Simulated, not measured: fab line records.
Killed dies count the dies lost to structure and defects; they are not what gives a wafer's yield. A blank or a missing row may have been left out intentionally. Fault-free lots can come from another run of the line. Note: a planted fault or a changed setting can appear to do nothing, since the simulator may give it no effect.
fab line records	flow rit_cmos
[record] lots = 14	wafers = 42	last_day = 7
route steps=202 shown PLDD@119
lots with no fault: from the same line, run without faults
start_h: the number of hours between the record's first day and the start of the first shown wafer of the lot	wait_h: hours elapsed since this lot's preceding step	" repeats the value in the row above	L1.1+2: a row that stands for several wafers	- no value present, or no start provided	* or withheld: withheld	< > ~ a bound
route shown NAME@n: names a module that has steps shown in the file, with the first one's number in the route	usual: the fault-free wafers' mean and standard deviation	same: alike in all rows	chamber/n: place in a boat	sites: readings site by site	_std_site: standard deviation across them	_edge_site: outer sites' mean less inner sites'	radius_mm: for every site, how far away it sits from the centre of the wafer	mask NAME#n: copy n	behind: the most recent tool/chamber to have shaped the wafer	hold: why the lot went on hold/how many hours it stayed there/how the hold came to an end	device: the n, p or np transistor that did not switch	end of line: tests run on the same wafers once the route is complete	a step with no rows: only its recipe	killed: the dies lost at the first sort to structure and to defects; this is not the yield of the wafer	map: shows each die of a wafer: x if killed, . if not, _ if none is there
set.NAME: the setting as run; set.NAME@STEP: as run at that earlier step	model.NAME: the simulator's own value behind a step, which no gauge read
one table for each step of the route and one row for each wafer, over a sample of lots
[[steps]]
[step RIT_PLDD_DEVELOP_05]
[recipe] resist = NOVOLAK	develop_time_s = 50	dev_temp_c = 23
[usual] exhaust_pa = 45.0/0.92	resist_line_temp_C = 23.02/0.11
lot.wafer	tool	chamber	start_h	wait_h	exhaust_pa	resist_line_temp_C
L236.2	litho_track-03	0	42	-	44.6	22.93
L236.4	"	0	43	-	44.1	23.08
L236.6	"	0	"	"	44.0	23.03
L238.1	litho_track-04	0	52	-	45.1	22.84
L238.3	"	0	"	"	45.8	22.95
L238.4	"	0	53	-	45.8	23.04
L239.1	litho_track-04	0	57	-	45.6	23.14
L239.3	"	0	"	"	45.7	23.16
L239.5	"	0	"	"	45.7	23.09
L240.2	litho_track-02	0	63	-	44.4	23.04
L240.4	"	0	"	"	46.1	22.99
L240.5	"	0	"	"	45.3	23.05
L244.2	litho_track-04	0	82	-	45.3	23.16
L244.3	"	0	"	"	44.9	23.09
L244.5	"	0	"	"	43.9	22.91
L245.3	litho_track-04	0	88	-	46.3	23.18
L245.4	"	0	"	"	43.6	22.92
L245.6	"	0	"	"	44.1	23.05
L246.1	litho_track-02	0	92	-	44.8	23.02
L246.2	"	0	"	"	44.8	23.11
L246.3	"	0	"	"	44.9	23.08
L247.1	litho_track-03	0	98	-	45.6	22.99
L247.2	"	0	"	"	45.8	22.99
L247.6	"	0	"	"	45.4	23.01
L248.3	litho_track-02	0	103	-	45.2	23.05
L248.5	"	0	"	"	45.0	23.02
L248.6	"	0	"	"	43.7	22.97
L250.1	litho_track-02	0	113	-	43.9	22.97
L250.2	"	0	"	"	43.8	23.04
L250.5	"	0	"	"	44.2	22.94
L253.2	litho_track-03	0	128	-	44.9	22.95
L253.3	"	0	"	"	44.6	22.99
L253.5	"	0	"	"	44.2	23.09
L254.2	litho_track-02	0	134	-	44.0	23.10
L254.3	"	0	"	"	45.2	23.11
L254.4	"	0	"	"	45.9	23.11
L255.1	litho_track-03	0	138	-	47.5	23.16
L255.2	"	0	"	"	45.6	23.02
L255.3	"	0	"	"	44.5	23.11
L257.1	litho_track-02	0	147	-	43.9	22.99
L257.3	"	0	"	"	44.6	22.86
L257.5	"	0	"	"	45.5	22.83
[step RIT_PLDD_TW_MEAS_10]
[usual] PLDD_TW = 2325/20
lot.wafer	tool	chamber	start_h	wait_h	PLDD_TW
L236.2	film_metro-02	-	43.63	0.1	2281
L236.4	"	-	"	"	2291
L236.6	"	-	"	"	2290
L238.1	film_metro-03	-	53.60	0.1	2353
L238.3	"	-	"	"	2348
L238.4	"	-	"	"	2354
L239.1	film_metro-04	-	58.09	0.1	2319
L239.3	"	-	"	"	2317
L239.5	"	-	"	"	2310
L240.2	film_metro-04	-	63.90	0.1	2333
L240.4	"	-	"	"	2318
L240.5	"	-	"	"	2324
L244.2	film_metro-04	-	82.72	0.1	30
L244.3	"	-	"	"	30
L244.5	"	-	"	"	30
L245.3	film_metro-02	-	88.86	0.1	30
L245.4	"	-	"	"	29
L245.6	"	-	"	"	30
L246.1	film_metro-02	-	93.29	0.1	2317
L246.2	"	-	"	"	2307
L246.3	"	-	"	"	2302
L247.1	film_metro-03	-	99.29	0.1	2352
L247.2	"	-	"	"	2342
L247.6	"	-	"	"	2349
L248.3	film_metro-02	-	104.54	0.1	2312
L248.5	"	-	"	"	2310
L248.6	"	-	"	"	2304
L250.1	film_metro-03	-	114.06	0.1	2357
L250.2	"	-	"	"	2354
L250.5	"	-	"	"	2343
L253.2	film_metro-02	-	129.26	0.1	2284
L253.3	"	-	"	"	2297
L253.5	"	-	"	"	2292
L254.2	film_metro-04	-	134.72	0.1	2328
L254.3	"	-	"	"	2326
L254.4	"	-	"	"	2333
L255.1	film_metro-02	-	138.70	0.1	2302
L255.2	"	-	"	"	2303
L255.3	"	-	"	"	2302
L257.1	film_metro-04	-	147.95	0.1	2333
L257.3	"	-	"	"	2343
L257.5	"	-	"	"	2335
[[key]]
[first_sign] step = RIT_PLDD_TW_MEAS_10	reading = PLDD_TW	direction = down	sigmas = 99+	usual = 2325	struck = 30
effect none on later readings
met_at RIT_PLDD_DEVELOP_05
struck_lots L244,L245
rows_end L245.3,L245.4,L245.6
sort_left_out L244.2,L244.3,L244.5
tester_left_out L244
onset_between 57 82
[fault] kind = process_parameter_drift	tool = litho_track-04	chamber = -	onset_h = 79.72	steps = RIT_PLDD_DEVELOP_05	channel = develop_time_s	offset = *	shape = step	end_h = 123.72	acts_in = *	stated = *
// tester_left_out: of these lots the tester's yield and bins aren't shown, on N5 and GAA mostly nor the transistor test; their killed dies are dies lost to structure and defects alone, not to doping, threshold or leakage, so they don't give the yield
// sort_left_out: the simulated sort isn't trusted on such a fault, so these wafers' sort isn't shown, and their yield isn't known
// rows_end: these wafers met a further fault down the route, and their rows from its step on are left out
